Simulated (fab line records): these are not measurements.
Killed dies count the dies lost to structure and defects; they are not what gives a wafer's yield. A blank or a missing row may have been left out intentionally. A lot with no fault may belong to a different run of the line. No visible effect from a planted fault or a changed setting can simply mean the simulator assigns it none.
Comparing a struck lot with a sound one    flow rit_cmos    44 out of 202 route steps
Sound: wafers L158.2, L158.5, L158.6. Wafers struck: L165.1, L165.2, L165.6. Last of all comes the cause.
At each step with rows: each side's tool, then ch and its chambers, then its first start. Under that, the readings that differ: sound wafers    struck wafers    difference of the means    sigmas: that difference in standard deviations of wafers without a fault.
alike: readings with means less than 2 such deviations apart, plus words and numbers identical on both sides. not compared: withheld readings, readings lacking a value on some wafer, bounds such as >300 that could conceal the same value, and numbers that have no deviation in the record and whose values overlap.
The two part at a step that has a row with sigmas, a row that says differs or no value, or rows on one side only. Numbers that have no deviation but don't overlap get no sigmas and don't part them. A reading missing from all wafers of one side parts the sides only when that side holds two or more wafers.

first, 3 steps without rows for these wafers: RIT_REOX_CLEAN_01 (cleans in dHF, time 30 s); RIT_REOX_CLEAN_02 (cleans in SC2, time 600 s); RIT_REOX_OXIDATION_03 (target thk 25.2 nm, ox time 5580 s).
RIT_REOX_THK_MEAS_04:
  sound on film_metro-02, day 4 14:53; struck on film_metro-01, day 5 17:20
  alike: REOX_OXIDE_THK
then, 6 steps without rows for these wafers: RIT_NLDD_HMDS_00 (prime time 60 s); RIT_NLDD_COAT_01 (resist thk 1000 nm); RIT_NLDD_SOFTBAKE_02 (time 60 s); RIT_NLDD_EXPOSE_03 (exposes mask M7, target cd 40700 nm); RIT_NLDD_PEB_04; RIT_NLDD_DEVELOP_05 (develop time 50 s).
RIT_NLDD_OVL_MEAS_06:
  sound on overlay-01, day 4 15:55; struck on overlay-02, day 5 18:22
  alike: NLDD_OVL
then, 1 step without rows for these wafers: RIT_NLDD_HARDBAKE_07 (time 60 s).
RIT_NLDD_IMPLANT_08:
  sound on implanter-01 ch 0, day 4 16:13; struck on implanter-01 ch 0, day 5 18:33
reading             sound              struck              difference  sigmas
tilt_deg (degrees)  7.014 7.004 7.011  0.038 0.017 -0.013  -6.996      -99 or more
RIT_NLDD_STRIP_09: strips in O2, time 180 s.
  sound on plasma_asher-02 ch 0,1, day 4 16:20; struck on plasma_asher-03 ch 0,1, day 5 18:42
reading                      sound        struck       difference  sigmas
drypump_motor_current_A (A)  6.6 6.6 5.7  5.5 5.5 5.5  -0.8        -2
  not compared: rf_hours_counter_h
RIT_NLDD_TW_MEAS_10:
  sound on film_metro-03, day 4 16:31; struck on film_metro-03, day 5 18:53
reading  sound           struck          difference  sigmas
NLDD_TW  2514 2486 2497  2260 2245 2249  -248        -15
then, 6 steps without rows for these wafers: RIT_PLDD_HMDS_00 (prime time 60 s); RIT_PLDD_COAT_01 (resist thk 1000 nm); RIT_PLDD_SOFTBAKE_02 (time 60 s); RIT_PLDD_EXPOSE_03 (exposes mask M8, target cd 40900 nm); RIT_PLDD_PEB_04; RIT_PLDD_DEVELOP_05 (develop time 50 s).
RIT_PLDD_OVL_MEAS_06:
  sound on overlay-01, day 4 17:26; struck on overlay-01, day 5 19:47
  alike: PLDD_OVL
then, 2 steps without rows for these wafers: RIT_PLDD_HARDBAKE_07 (time 60 s); RIT_PLDD_IMPLANT_08.
RIT_PLDD_STRIP_09: strips in O2, time 180 s.
  sound on plasma_asher-02 ch 0,1, day 4 17:46; struck on plasma_asher-04 ch 0,1, day 5 20:08
  alike: drypump_motor_current_A
  not compared: rf_hours_counter_h
RIT_PLDD_TW_MEAS_10:
  sound on film_metro-04, day 4 17:56; struck on film_metro-01, day 5 20:18
  alike: PLDD_TW
then, 4 steps without rows for these wafers: RIT_SPACER_CLEAN_00 (cleans in SC1, time 600 s); RIT_SPACER_CLEAN_01 (cleans in dHF, time 30 s); RIT_SPACER_CLEAN_02 (cleans in SC2, time 600 s); RIT_SPACER_CVD_03 (deposits Si3N4 from SiH2Cl2/NH3, target thk 250 nm, time 3300 s).
RIT_SPACER_THK_MEAS_04:
  sound on film_metro-03, day 4 21:14; struck on film_metro-02, day 5 22:39
  alike: SPACER_NITRIDE_THK
RIT_SPACER_ETCHBACK_05: etches Si3N4 in SF6/CHF3, stops on SiO2, target depth 250 nm, time 240 s.
  sound on rie_diel-01 ch 0,3, day 4 21:17; struck on rie_diel-02 ch 0,1,3, day 5 22:43
reading                      sound        struck       difference  sigmas
drypump_motor_current_A (A)  4.9 4.9 4.7  6.1 5.8 6.1  +1.2        +2
  alike: oes_product_au, throttle_valve_pct
  not compared: rf_hours_counter_h
then, 6 steps without rows for these wafers: RIT_NSD_HMDS_00 (prime time 60 s); RIT_NSD_COAT_01 (resist thk 1000 nm); RIT_NSD_SOFTBAKE_02 (time 60 s); RIT_NSD_EXPOSE_03 (exposes mask M9, target cd 40700 nm); RIT_NSD_PEB_04; RIT_NSD_DEVELOP_05 (develop time 50 s).
RIT_NSD_OVL_MEAS_06:
  sound on overlay-01, day 4 22:25; struck on overlay-02, day 5 23:55
  alike: NSD_OVL
then, 2 steps without rows for these wafers: RIT_NSD_HARDBAKE_07 (time 60 s); RIT_NSD_IMPLANT_08.
RIT_NSD_STRIP_09: strips in O2, time 180 s.
  sound on plasma_asher-01 ch 0,1, day 4 22:45; struck on plasma_asher-03 ch 0,1, day 6 00:16
  alike: drypump_motor_current_A
  not compared: rf_hours_counter_h
RIT_SDANNEAL_RS_MEAS_07: uses a four-point probe to measure.
  sound on film_metro-03, day 5 01:14; struck on film_metro-01, day 6 02:42
reading           sound              struck             difference  sigmas
NLDD_RS (ohm/sq)  152.3 153.2 152.3  143.2 143.0 142.6  -9.7        -17
RIT_M1_PROBE_99:
  sound on prober-02, day 5 09:35; struck on prober-02, day 6 09:46
reading             sound  struck  difference  sigmas
killed_at_M0_to_M3  0 0 0  0 1 0   +0          +3
  alike: killed_at_contacts, killed_at_front_end, killed_dies, killed_open, killed_short

WHERE THEY PART
Earliest at RIT_NLDD_IMPLANT_08; latest, in this record, at RIT_M1_PROBE_99.

WHY: whatever the simulator had introduced
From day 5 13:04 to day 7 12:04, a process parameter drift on implanter-01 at RIT_NLDD_IMPLANT_08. Setting tilt_deg, moved by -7, from 7. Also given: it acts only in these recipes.
